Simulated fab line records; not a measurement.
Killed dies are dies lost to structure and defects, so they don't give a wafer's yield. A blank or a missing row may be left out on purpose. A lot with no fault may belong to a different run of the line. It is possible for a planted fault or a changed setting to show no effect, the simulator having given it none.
Matching of chambers + flow berkeleyCmos170 + 4 sister chambers for UCB170_V2_CMP_02 on cmp-01
The step polishes SiO2. 20 wafers are shown with their chamber, then 10 later ones without.

EACH WAFER AND ITS CHAMBER
| wafer  | chamber | motorCurrentA (A) |
|--------|---------|-------------------|
| L625.1 | 0       | 14.7              |
| L625.2 | 2       | 16.9              |
| L625.5 | 2       | 17.4              |
| L622.2 | 0       | 15.2              |
| L622.3 | 1       | 15.8              |
| L622.4 | 3       | 15.0              |
| L628.3 | 2       | 16.3              |
| L628.4 | 1       | 15.9              |
| L628.5 | 3       | 15.4              |
| L627.3 | 1       | 15.8              |
| L627.4 | 0       | 15.3              |
| L627.5 | 1       | 15.8              |
| L629.2 | 1       | 15.1              |
| L629.3 | 2       | 17.4              |
| L629.6 | 0       | 15.0              |
| L632.1 | 3       | 15.2              |
| L632.5 | 0       | 15.4              |
| L632.6 | 3       | 15.2              |
| L635.1 | 2       | 16.7              |
| L635.2 | 1       | 15.6              |

SIGNATURES (means of the wafers above)
| reading       | chamber 0 | chamber 1 | chamber 2 | chamber 3 | scatter within a chamber |
|---------------|-----------|-----------|-----------|-----------|--------------------------|
| motorCurrentA | 15.120    | 15.667    | 16.940    | 15.200    | 0.327                    |
Rule: distance of a wafer from a chamber = root of the sum over the readings of ((wafer's reading minus chamber's mean) / reading's scatter) squared. If the next closest chamber is less than 2 further off than the closest, the wafer can't be placed; otherwise it belongs to the closest. The scatter is the square root of a quotient: the sum, over the shown wafers, of each reading's squared deviation from its chamber's mean, divided by wafers minus chambers.

WAFERS MISSING THEIR CHAMBER
| wafer  | motorCurrentA (A) |
|--------|-------------------|
| L635.6 | 17.7              |
| L637.1 | 14.5              |
| L637.4 | 17.7              |
| L637.5 | 16.9              |
| L644.1 | 15.7              |
| L644.2 | 15.4              |
| L644.6 | 18.0              |
| L645.1 | 16.3              |
| L645.2 | 14.7              |
| L645.6 | 14.6              |

THE CHAMBER EACH PASSED THROUGH
| wafer  | from the rows above               | in truth |
|--------|-----------------------------------|----------|
| L635.6 | 2                                 | 2        |
| L637.1 | can't be placed: 0 or 3 or 1      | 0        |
| L637.4 | 2                                 | 2        |
| L637.5 | 2                                 | 2        |
| L644.1 | can't be placed: 1 or 3 or 0      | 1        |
| L644.2 | can't be placed: 3 or 1 or 0      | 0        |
| L644.6 | 2                                 | 2        |
| L645.1 | can't be placed: 1 or 2 or 3 or 0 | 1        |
| L645.2 | can't be placed: 0 or 3 or 1      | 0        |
| L645.6 | can't be placed: 0 or 3 or 1      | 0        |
Placed correctly: 4 of 10. Not placeable from these rows: 6 (in 6, the candidates include the true chamber). Wrongly placed: 0.
